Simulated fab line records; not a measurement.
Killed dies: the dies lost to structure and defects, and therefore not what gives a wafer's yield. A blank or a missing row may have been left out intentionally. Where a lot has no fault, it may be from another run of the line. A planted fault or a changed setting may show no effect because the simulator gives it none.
fab line records ; flow rit_cmos
[record] lots = 7; wafers = 21; last_day = 6
route steps=202 shown NLDD@160 SILICIDE@161 CONTACT@168 M1@202
lots untouched by any fault: they come from a run of this same line in which no faults occurred
start_h: hours from the record's opening day to when the first of the lot's shown wafers began ; wait_h: how many hours have passed since the lot's step before this one ; " the same as in the row above ; L1.1+2: a row that stands for several wafers ; - no value, or no start given ; * or withheld: withheld ; < > ~ a bound
route shown NAME@n: NAME is a module with steps in the file, n the number in the route of the first one ; usual: mean/standard deviation taken from wafers without a fault ; same: alike in all rows ; chamber/n: place in a boat ; sites: per-site readings ; _std_site: standard deviation across them ; _edge_site: the outer-site mean with the inner-site mean subtracted ; radius_mm: how far each site lies from the wafer's centre ; mask NAME#n: copy n ; behind: the last tool/chamber to shape the wafer ; hold: the reason the lot was held/the length of the hold in hours/how it ended ; device: which transistor (n, p or np) failed to switch ; end of line: the tests these same wafers got at the end of their route ; where a step has no rows: the recipe by itself ; killed: the dies lost at the first sort to structure and to defects; this is not the yield of the wafer ; map: shows each die of a wafer: x if killed, . if not, _ if none is there
set.NAME: setting as actually run; set.NAME@STEP: the setting as run at that earlier step ; model.NAME: the simulator's own value behind a step, which no gauge read
a table for each step, a row for each wafer; lots at some steps of the route
services: from which hour (start_h, from the record's first day; less than 0 if before it) a tool's chamber was out of use, for how many hours, and why
[[steps]]
[step RIT_SDANNEAL_RS_MEAS_07]
[recipe] thk_meas_gauge = four-point-probe
[usual] NLDD_RS = 151.7/0.51
lot.wafer;tool;chamber;start_h;wait_h;NLDD_RS[ohm/sq]
L757.2;film_metro-03;-;50.76;0.1;151.5
L757.3;film_metro-03;-;50.76;0.1;151.7
L757.4;film_metro-03;-;50.76;0.1;151.3
L758.1;film_metro-01;-;59.77;0.1;151.4
L758.5;film_metro-01;-;59.77;0.1;150.3
L758.6;film_metro-01;-;59.77;0.1;151.1
L760.1;film_metro-02;-;67.99;0.1;152.0
L760.5;film_metro-02;-;67.99;0.1;151.7
L760.6;film_metro-02;-;67.99;0.1;151.5
L761.3;film_metro-02;-;71.90;0.1;150.9
L761.5;film_metro-02;-;71.90;0.1;150.7
L761.6;film_metro-02;-;71.90;0.1;150.7
L762.2;film_metro-01;-;79.73;0.1;151.4
L762.4;film_metro-01;-;79.73;0.1;151.3
L762.6;film_metro-01;-;79.73;0.1;151.4
L763.3;film_metro-01;-;84.48;0.1;152.3
L763.4;film_metro-01;-;84.48;0.1;151.8
L763.5;film_metro-01;-;84.48;0.1;151.3
L774.1;film_metro-03;-;135.24;0.1;151.6
L774.3;film_metro-03;-;135.24;0.1;151.2
L774.6;film_metro-03;-;135.24;0.1;151.7
[step RIT_SILICIDE_WET_ETCH_00]
[recipe] chemistry = BOE; target = SiO2; target_depth_nm = 14; time_s = 15; dry = n2_spin; dilution = 10:1; temp_c = 21.5
[step RIT_SILICIDE_SPUTTER_01]
[recipe] material = Ti; target_thk_nm = 30; power_w = 350; chamber_pressure_pa = 0.667; gas = Ar; time_s = 231.4; substrate_temp_c = 25
[usual] throttle_valve_pct = 30.3/0.8
lot.wafer;tool;chamber;start_h;wait_h;throttle_valve_pct
L757.2;pvd_sputter-03;-;50.87;0.0;29.9
L757.3;pvd_sputter-03;-;50.87;0.0;29.7
L757.4;pvd_sputter-03;-;50.87;0.0;30.7
L758.1;pvd_sputter-04;-;59.91;0.0;29.7
L758.5;pvd_sputter-04;-;59.91;0.0;29.8
L758.6;pvd_sputter-04;-;59.91;0.0;30.2
L760.1;pvd_sputter-03;-;68.12;0.0;29.8
L760.5;pvd_sputter-03;-;68.12;0.0;30.8
L760.6;pvd_sputter-03;-;68.12;0.0;29.6
L761.3;pvd_sputter-02;-;71.99;0.0;31.1
L761.5;pvd_sputter-02;-;71.99;0.0;30.7
L761.6;pvd_sputter-02;-;71.99;0.0;32.0
L762.2;pvd_sputter-03;-;79.84;0.0;30.6
L762.4;pvd_sputter-03;-;79.84;0.0;29.5
L762.6;pvd_sputter-03;-;79.84;0.0;30.8
L763.3;pvd_sputter-02;-;84.57;0.0;30.8
L763.4;pvd_sputter-02;-;84.57;0.0;29.3
L763.5;pvd_sputter-02;-;84.57;0.0;30.6
L774.1;pvd_sputter-04;-;135.39;0.0;30.8
L774.3;pvd_sputter-04;-;135.39;0.0;29.9
L774.6;pvd_sputter-04;-;135.39;0.0;31.2
[step RIT_SILICIDE_RS_MEAS_02]
[recipe] thk_meas_gauge = four-point-probe; reads = Ti_of_SILICIDE_SPUTTER_01
[usual] SILICIDE_TI_RS = 50.4/0.84
lot.wafer;tool;chamber;start_h;wait_h;SILICIDE_TI_RS[ohm/sq]
L757.2;film_metro-03;-;51.04;0.1;50.1
L757.3;film_metro-03;-;51.04;0.1;49.8
L757.4;film_metro-03;-;51.04;0.1;50.1
L758.1;film_metro-02;-;60.06;0.1;50.5
L758.5;film_metro-02;-;60.06;0.1;50.2
L758.6;film_metro-02;-;60.06;0.1;50.3
L760.1;film_metro-02;-;68.27;0.1;49.9
L760.5;film_metro-02;-;68.27;0.1;50.3
L760.6;film_metro-02;-;68.27;0.1;51.0
L761.3;film_metro-03;-;72.18;0.1;51.7
L761.5;film_metro-03;-;72.18;0.1;51.4
L761.6;film_metro-03;-;72.18;0.1;51.7
L762.2;film_metro-03;-;80.01;0.1;50.4
L762.4;film_metro-03;-;80.01;0.1;50.6
L762.6;film_metro-03;-;80.01;0.1;50.8
L763.3;film_metro-02;-;84.76;0.1;49.8
L763.4;film_metro-02;-;84.76;0.1;49.7
L763.5;film_metro-02;-;84.76;0.1;49.5
L774.1;film_metro-04;-;135.54;0.1;51.7
L774.3;film_metro-04;-;135.54;0.1;51.8
L774.6;film_metro-04;-;135.54;0.1;53.1
[step RIT_SILICIDE_THK_MEAS_03]
[recipe] thk_meas_gauge = xrf; reads = Ti_of_SILICIDE_SPUTTER_01
[usual] SILICIDE_TI_THK = 28.8/0.41
lot.wafer;tool;chamber;start_h;wait_h;SILICIDE_TI_THK[nm]
L757.2;film_metro-03;-;51.15;0.1;29.1
L757.3;film_metro-03;-;51.15;0.1;29.1
L757.4;film_metro-03;-;51.15;0.1;28.9
L758.1;film_metro-02;-;60.18;0.1;28.8
L758.5;film_metro-02;-;60.18;0.1;28.8
L758.6;film_metro-02;-;60.18;0.1;28.8
L760.1;film_metro-02;-;68.39;0.1;29.0
L760.5;film_metro-02;-;68.39;0.1;28.8
L760.6;film_metro-02;-;68.39;0.1;28.4
L761.3;film_metro-03;-;72.28;0.1;28.2
L761.5;film_metro-03;-;72.28;0.1;28.2
L761.6;film_metro-03;-;72.28;0.1;28.2
L762.2;film_metro-03;-;80.12;0.1;28.7
L762.4;film_metro-03;-;80.12;0.1;28.5
L762.6;film_metro-03;-;80.12;0.1;28.6
L763.3;film_metro-02;-;84.86;0.1;29.2
L763.4;film_metro-02;-;84.86;0.1;29.2
L763.5;film_metro-02;-;84.86;0.1;29.3
L774.1;film_metro-04;-;135.66;0.1;28.1
L774.3;film_metro-04;-;135.66;0.1;28.1
L774.6;film_metro-04;-;135.66;0.1;27.6
[step RIT_SILICIDE_RTA_04]
[recipe] temp_c = 650; time_s = 10; idle_temp_c = 25; ramp_up_s = 5; ramp_down_s = 5; cool_to_c = 25; ambient = N2
[usual] anneal_temp_c_max = 653.5/0.68; wafer_temp_C_max = 652.6/0.57
lot.wafer;tool;chamber;start_h;wait_h;anneal_temp_c_max;wafer_temp_C_max
L757.2;rtp_anneal-02;0;51.21;0.1;653.9;651.8
L757.3;rtp_anneal-02;0;51.21;0.1;654.5;652.0
L757.4;rtp_anneal-02;0;51.21;0.1;654.6;652.1
L758.1;rtp_anneal-01;0;60.24;0.1;653.4;653.3
L758.5;rtp_anneal-01;0;60.24;0.1;653.9;652.9
L758.6;rtp_anneal-01;0;60.24;0.1;653.1;653.3
L760.1;rtp_anneal-01;0;68.45;0.1;653.0;653.4
L760.5;rtp_anneal-01;0;68.45;0.1;652.9;653.1
L760.6;rtp_anneal-01;0;68.45;0.1;652.7;652.7
L761.3;rtp_anneal-02;0;72.37;0.1;653.2;652.3
L761.5;rtp_anneal-02;0;72.37;0.1;654.0;652.6
L761.6;rtp_anneal-02;0;72.37;0.1;653.2;652.6
L762.2;rtp_anneal-01;0;80.18;0.1;652.8;653.4
L762.4;rtp_anneal-01;0;80.18;0.1;653.9;651.5
L762.6;rtp_anneal-01;0;80.18;0.1;653.1;654.0
L763.3;rtp_anneal-02;0;84.93;0.1;654.0;652.7
L763.4;rtp_anneal-02;0;84.93;0.1;654.0;652.7
L763.5;rtp_anneal-02;0;84.93;0.1;653.9;651.9
L774.1;rtp_anneal-01;0;135.72;0.1;653.2;653.4
L774.3;rtp_anneal-01;0;135.72;0.1;653.8;653.0
L774.6;rtp_anneal-01;0;135.72;0.1;654.2;652.9
[step RIT_SILICIDE_WET_ETCH_05]
[recipe] chemistry = SPM; target = Ti; temp_c = 90; time_s = 120; dry = n2_spin
[step RIT_SILICIDE_RTA_06]
[recipe] temp_c = 750; time_s = 10; idle_temp_c = 25; ramp_up_s = 5; ramp_down_s = 10; cool_to_c = 25; ambient = N2
[usual] anneal_temp_c_max = 754.1/0.74; wafer_temp_C_max = 753.1/0.77
lot.wafer;tool;chamber;start_h;wait_h;anneal_temp_c_max;wafer_temp_C_max
L757.2;rtp_anneal-01;0;51.32;0.0;753.3;752.4
L757.3;rtp_anneal-01;0;51.32;0.0;754.2;752.5
L757.4;rtp_anneal-01;0;51.32;0.0;754.5;755.0
L758.1;rtp_anneal-02;0;60.34;0.0;753.8;751.8
L758.5;rtp_anneal-02;0;60.34;0.0;753.4;752.5
L758.6;rtp_anneal-02;0;60.34;0.0;753.4;752.4
L760.1;rtp_anneal-02;0;68.56;0.0;754.7;751.8
L760.5;rtp_anneal-02;0;68.56;0.0;754.3;753.1
L760.6;rtp_anneal-02;0;68.56;0.0;754.4;752.0
L761.3;rtp_anneal-01;0;72.52;0.0;754.2;754.0
L761.5;rtp_anneal-01;0;72.52;0.0;754.0;756.6
L761.6;rtp_anneal-01;0;72.52;0.0;753.5;754.7
L762.2;rtp_anneal-02;0;80.29;0.0;754.0;753.3
L762.4;rtp_anneal-02;0;80.29;0.0;754.2;753.7
L762.6;rtp_anneal-02;0;80.29;0.0;753.6;753.1
L763.3;rtp_anneal-01;0;85.03;0.0;753.7;752.4
L763.4;rtp_anneal-01;0;85.03;0.0;754.2;753.0
L763.5;rtp_anneal-01;0;85.03;0.0;753.3;752.9
L774.1;rtp_anneal-02;0;135.88;0.0;754.6;752.0
L774.3;rtp_anneal-02;0;135.88;0.0;753.7;752.1
L774.6;rtp_anneal-02;0;135.88;0.0;754.4;752.2
[step RIT_CONTACT_CVD_00]
[recipe] material = SiO2; target_thk_nm = 400; precursor = TEOS; temp_c = 390; time_s = 61; rf_w = 400
[usual] heater_power_w = 331/45
lot.wafer;tool;chamber;start_h;wait_h;heater_power_w
L757.2;pecvd-03;1;51.38;0.0;289
L757.3;pecvd-03;0;51.38;0.0;412
L757.4;pecvd-03;0;51.38;0.0;420
L758.1;pecvd-04;1;60.41;0.1;330
L758.5;pecvd-04;2;60.41;0.1;357
L758.6;pecvd-04;0;60.41;0.1;335
L760.1;pecvd-03;0;68.69;0.1;416
L760.5;pecvd-03;0;68.69;0.1;321
L760.6;pecvd-03;2;68.69;0.1;284
L761.3;pecvd-04;1;72.57;0.0;314
L761.5;pecvd-04;1;72.57;0.0;333
L761.6;pecvd-04;2;72.57;0.0;326
L762.2;pecvd-02;0;80.35;0.0;398
L762.4;pecvd-02;1;80.35;0.0;322
L762.6;pecvd-02;1;80.35;0.0;333
L763.3;pecvd-03;1;85.08;0.0;311
L763.4;pecvd-03;0;85.08;0.0;402
L763.5;pecvd-03;1;85.08;0.0;325
L774.1;pecvd-02;2;135.94;0.1;256
L774.3;pecvd-02;1;135.94;0.1;284
L774.6;pecvd-02;2;135.94;0.1;269
[step RIT_CONTACT_THK_MEAS_01]
[recipe] reads = SiO2_of_CONTACT_CVD_00
[usual] CONTACT_TEOS_THK = 399/5.2
lot.wafer;tool;chamber;start_h;wait_h;CONTACT_TEOS_THK[nm]
L757.2;film_metro-03;-;51.44;0.0;397
L757.3;film_metro-03;-;51.44;0.0;393
L757.4;film_metro-03;-;51.44;0.0;399
L758.1;film_metro-03;-;60.49;0.1;396
L758.5;film_metro-03;-;60.49;0.1;401
L758.6;film_metro-03;-;60.49;0.1;409
L760.1;film_metro-01;-;68.74;0.0;393
L760.5;film_metro-01;-;68.74;0.0;401
L760.6;film_metro-01;-;68.74;0.0;402
L761.3;film_metro-01;-;72.64;0.0;406
L761.5;film_metro-01;-;72.64;0.0;410
L761.6;film_metro-01;-;72.64;0.0;412
L762.2;film_metro-03;-;80.43;0.1;397
L762.4;film_metro-03;-;80.43;0.1;400
L762.6;film_metro-03;-;80.43;0.1;403
L763.3;film_metro-03;-;85.15;0.0;400
L763.4;film_metro-03;-;85.15;0.0;400
L763.5;film_metro-03;-;85.15;0.0;408
L774.1;film_metro-03;-;136.00;0.0;396
L774.3;film_metro-03;-;136.00;0.0;397
L774.6;film_metro-03;-;136.00;0.0;406
[step RIT_CONTACT_HMDS_02]
[recipe] prime_time_s = 60; prime_temp_c = 140
[step RIT_CONTACT_COAT_03]
[recipe] resist = NOVOLAK; spin_rpm = 3250; resist_thk_nm = 1000
[step RIT_CONTACT_SOFTBAKE_04]
[recipe] resist = NOVOLAK; temp_c = 90; time_s = 60
[usual] heater_power_total_W = 34.56/0.045; plate_temp_C = 90.02/0.13
lot.wafer;tool;chamber;start_h;wait_h;heater_power_total_W;plate_temp_C
L757.2;litho_track-01;0;51.81;0.1;34.53;90.02
L757.3;litho_track-01;0;51.81;0.1;34.65;90.11
L757.4;litho_track-01;0;51.81;0.1;34.52;90.22
L758.1;litho_track-04;0;60.85;0.1;34.56;89.93
L758.5;litho_track-04;0;60.85;0.1;34.60;90.02
L758.6;litho_track-04;0;60.85;0.1;34.48;90.05
L760.1;litho_track-04;0;69.10;0.1;35.41;91.49
L760.5;litho_track-04;0;69.10;0.1;35.37;91.55
L760.6;litho_track-04;0;69.10;0.1;35.38;91.50
L761.3;litho_track-04;0;73.03;0.1;35.25;91.64
L761.5;litho_track-04;0;73.03;0.1;35.39;91.54
L761.6;litho_track-04;0;73.03;0.1;35.32;91.56
L762.2;litho_track-04;0;80.81;0.1;35.30;91.48
L762.4;litho_track-04;0;80.81;0.1;35.33;91.48
L762.6;litho_track-04;0;80.81;0.1;35.30;91.38
L763.3;litho_track-02;0;85.54;0.1;34.57;89.98
L763.4;litho_track-02;0;85.54;0.1;34.53;89.89
L763.5;litho_track-02;0;85.54;0.1;34.60;89.94
L774.1;litho_track-02;0;136.36;0.1;34.57;89.87
L774.3;litho_track-02;0;136.36;0.1;34.57;90.13
L774.6;litho_track-02;0;136.36;0.1;34.57;89.74
[step RIT_CONTACT_EXPOSE_05]
[recipe] mask_id = M11; na = 0.6; source_shape = conventional; sigma_outer = 0.5; target_cd_nm = 1000; dose_mj = 250
[step RIT_M1_PROBE_99]
[usual] killed_at_M0_to_M3 = 0.0/0.083; killed_at_contacts = 0.1/0.25; killed_at_front_end = 6.3/2.9; killed_dies = 6.4/2.9; killed_open = 3.3/2.1; killed_short = 3.1/1.7
[same] gross_dies = 264; killed_at_M4_up = 0; killed_at_back_side = 0; killed_at_other = 0
lot.wafer;tool;chamber;start_h;wait_h;killed_at_M0_to_M3;killed_at_contacts;killed_at_front_end;killed_dies;killed_open;killed_short
L757.2;prober-01;-;58.08;0.1;0;0;8;8;3;5
L757.3;prober-01;-;58.13;0.2;0;0;6;6;3;3
L757.4;prober-01;-;58.18;0.2;0;0;2;2;1;1
L758.1;prober-02;-;66.98;0.1;0;0;6;6;3;3
L758.5;prober-02;-;67.18;0.2;1;0;11;12;5;7
L758.6;prober-02;-;67.23;0.2;0;0;6;6;1;5
L760.1;prober-02;-;75.23;0.1;0;0;2;2;1;1
L760.5;prober-02;-;75.43;0.2;0;0;3;3;1;2
L760.6;prober-02;-;75.48;0.2;0;0;13;13;7;6
L761.3;prober-01;-;79.12;0.2;0;1;9;10;5;5
L761.5;prober-01;-;79.22;0.2;0;0;3;3;1;2
L761.6;prober-01;-;79.27;0.2;0;0;2;2;0;2
L762.2;prober-02;-;86.87;0.1;0;0;4;4;1;3
L762.4;prober-02;-;86.97;0.2;0;0;4;4;2;2
L762.6;prober-02;-;87.07;0.2;0;0;6;6;4;2
L763.3;prober-01;-;91.75;0.2;0;0;7;7;2;5
L763.4;prober-01;-;91.80;0.2;0;0;6;6;6;0
L763.5;prober-01;-;91.85;0.2;0;0;4;4;3;1
L774.1;prober-01;-;143.05;0.1;0;0;4;4;2;2
L774.3;prober-01;-;143.15;0.2;0;0;1;1;0;1
L774.6;prober-01;-;143.30;0.2;0;0;9;9;5;4
// killed by level:class
L757.2 GATE:geometric_particle:open=3 SILICIDE:geometric_particle:short=2 FOX2:geometric_particle:short=1 GATE:geometric_particle:short=1 REOX:geometric_particle:short=1
L757.3 GATE:geometric_particle:open=3 FOX2:geometric_particle:short=1 GATE:geometric_particle:short=1 SILICIDE:geometric_particle:short=1
L757.4 FOX1:geometric_particle:open=1 SPACER:geometric_particle:short=1
L758.1 GATE:geometric_particle:short=2 GATE:geometric_particle:open=1 REOX:geometric_particle:open=1 SILICIDE:geometric_particle:open=1 SILICIDE:geometric_particle:short=1
L758.5 GATE:geometric_particle:open=3 SPACER:geometric_particle:short=2 FOX1:geometric_particle:short=1 GATE:geometric_particle:short=1 REOX:geometric_particle:short=1 REOX:geometric_particle:open=1 SPACER:geometric_particle:open=1 SILICIDE:geometric_particle:short=1
L758.6 GATE:geometric_particle:short=4 GATE:geometric_particle:open=1 REOX:geometric_particle:short=1
L760.1 FOX1:geometric_particle:short=1 FOX1:geometric_particle:open=1
L760.5 FOX1:geometric_particle:open=1 FOX1:geometric_particle:short=1 GATE:geometric_particle:short=1
L760.6 SILICIDE:geometric_particle:short=5 REOX:geometric_particle:open=4 GATE:geometric_particle:open=2 REOX:geometric_particle:short=1 SILICIDE:geometric_particle:open=1
L761.3 FOX1:geometric_particle:short=2 FOX1:geometric_particle:open=2 SPACER:geometric_particle:open=2 SPACER:geometric_particle:short=2 GATE:geometric_particle:short=1 CONTACT:geometric_particle:open=1
L761.5 FOX1:geometric_particle:open=1 FOX1:geometric_particle:short=1 SPACER:geometric_particle:short=1
L761.6 FOX1:geometric_particle:short=1 SPACER:geometric_particle:short=1
L762.2 FOX1:geometric_particle:short=1 GATE:geometric_particle:open=1 GATE:geometric_particle:short=1 SPACER:geometric_particle:short=1
L762.4 FOX2:geometric_particle:open=1 FOX2:geometric_particle:short=1 GATE:geometric_particle:open=1 SPACER:geometric_particle:short=1
L762.6 FOX1:geometric_particle:open=1 GATE:geometric_particle:short=1 GATE:geometric_particle:open=1 SPACER:geometric_particle:open=1 SPACER:geometric_particle:short=1 SILICIDE:geometric_particle:open=1
L763.3 SPACER:geometric_particle:short=2 GATE:geometric_particle:short=1 GATE:geometric_particle:open=1 REOX:geometric_particle:short=1 SILICIDE:geometric_particle:short=1 SILICIDE:geometric_particle:open=1
L763.4 FOX1:geometric_particle:open=2 GATE:geometric_particle:open=2 REOX:geometric_particle:open=2
L763.5 GATE:geometric_particle:open=1 REOX:geometric_particle:open=1 SPACER:geometric_particle:short=1 SILICIDE:geometric_particle:open=1
L774.1 GATE:geometric_particle:open=2 REOX:geometric_particle:short=1 SPACER:geometric_particle:short=1
L774.3 REOX:geometric_particle:short=1
L774.6 REOX:geometric_particle:short=2 SPACER:geometric_particle:open=2 FOX1:geometric_particle:short=1 FOX2:geometric_particle:short=1 GATE:geometric_particle:open=1 REOX:geometric_particle:open=1 SILICIDE:geometric_particle:open=1
[[services]]
tool;chamber;start_h;hours;kind
pvd_sputter-04;-;55.86;1.9;repair
pvd_sputter-03;-;59.59;4.2;repair
pvd_sputter-04;-;61.35;7.5;repair
pecvd-02;2;76.28;21.2;repair
pecvd-04;-;82.15;1.2;repair
pecvd-02;-;96.75;5.5;pm
pvd_sputter-04;-;104.57;3.6;repair
pvd_sputter-04;-;128.38;0.5;repair
pvd_sputter-03;-;133.94;4.4;repair
[[key]]
[first_sign] step = RIT_CONTACT_SOFTBAKE_04; reading = heater_power_total_W; direction = up; sigmas = 17; usual = 34.56; struck = 35.34
[effect] step = RIT_CONTACT_SOFTBAKE_04; reading = plate_temp_C; direction = up; sigmas = 11; usual = *; struck = *
met_at RIT_CONTACT_SOFTBAKE_04
struck_wafers L760.1,L760.5,L760.6,L761.3,L761.5,L761.6,L762.2,L762.4,L762.6
tester_left_out L760,L761,L762
[loop_trim] step = RIT_CONTACT_EXPOSE_05; setting = dose; lots = L761,L762
onset_between 60.85 69.10
[fault] kind = process_parameter_drift; tool = litho_track-04; chamber = -; onset_h = 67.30; steps = RIT_CONTACT_SOFTBAKE_04; channel = temp_c; offset = *; shape = step; end_h = 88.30; acts_in = *; stated = *
// tester_left_out: of these lots the tester's yield and bins aren't shown, on N5 and GAA mostly nor the transistor test; their killed dies are dies lost to structure and defects alone, not to doping, threshold or leakage, so they don't give the yield
// loop_trim: a control loop set the setting to another value than it would have without faults
